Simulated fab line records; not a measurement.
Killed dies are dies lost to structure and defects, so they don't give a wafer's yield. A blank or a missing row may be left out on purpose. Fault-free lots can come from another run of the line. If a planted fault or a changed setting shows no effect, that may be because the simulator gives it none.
Chamber matching ; flow berkeley-cmos170 ; UCB170_NLDD_CLEAN_12 on wet-bench-01 has 3 sister chambers
The step cleans in SPM, time 600 s. 16 wafers are shown with their chamber, then 8 later ones without.

== WAFERS PAIRED WITH THEIR CHAMBERS ==
wafer;chamber;bath-heat-duty-pct (%);bath-guard-temp-C (C)
L630.3;2;13.2;120.3
L630.4;2;11.5;120.4
L630.6;2;12.5;120.3
L629.1;0;14.2;119.8
L629.4;0;14.4;119.8
L629.5;0;14.8;119.6
L633.1;3;13.6;119.7
L633.5;3;15.3;120.3
L633.6;3;14.6;119.8
L634.3;2;13.3;119.9
L634.4;2;12.9;120.2
L634.6;2;12.8;120.3
L632.1;0;15.1;119.5
L632.2;0;14.2;119.4
L632.4;0;13.9;120.1
L637.3;0;14.7;119.6

SIGNATURES, as means of the wafers listed above
reading;chamber 0;chamber 2;chamber 3;scatter within a chamber
bath-heat-duty-pct;14.471;12.700;14.500;0.597
bath-guard-temp-C;119.686;120.233;119.933;0.23
Rule: for each reading, subtract the chamber's mean from the wafer's reading, divide by that reading's scatter and square the result; add these up over the readings and take the root, which gives the wafer's distance from the chamber. If the next closest chamber is less than 2 further off than the closest, the wafer can't be placed; otherwise it belongs to the closest. The scatter is the square root of a quotient: the sum, over the shown wafers, of each reading's squared deviation from its chamber's mean, divided by wafers minus chambers.

== WAFERS WHOSE CHAMBER IS MISSING ==
wafer;bath-heat-duty-pct (%);bath-guard-temp-C (C)
L637.5;13.3;119.7
L637.6;13.8;119.9
L649.2;13.5;120.1
L649.3;14.4;119.5
L649.5;13.6;119.5
L646.2;14.1;119.5
L646.3;13.6;120.1
L646.5;14.9;120.1

== CHAMBER TAKEN BY EACH ==
wafer;from the rows above;in truth
L637.5;can't be placed: 0 or 3 or 2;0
L637.6;can't be placed: 3 or 0 or 2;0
L649.2;can't be placed: 2 or 3 or 0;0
L649.3;can't be placed: 0 or 3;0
L649.5;can't be placed: 0 or 3 or 2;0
L646.2;can't be placed: 0 or 3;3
L646.3;can't be placed: 2 or 3 or 0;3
L646.5;can't be placed: 3 or 0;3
Placed correctly: 0 of 8. Cannot be placed on the basis of these rows: 8; the candidates contain the true chamber in 8. Wrongly placed: 0.
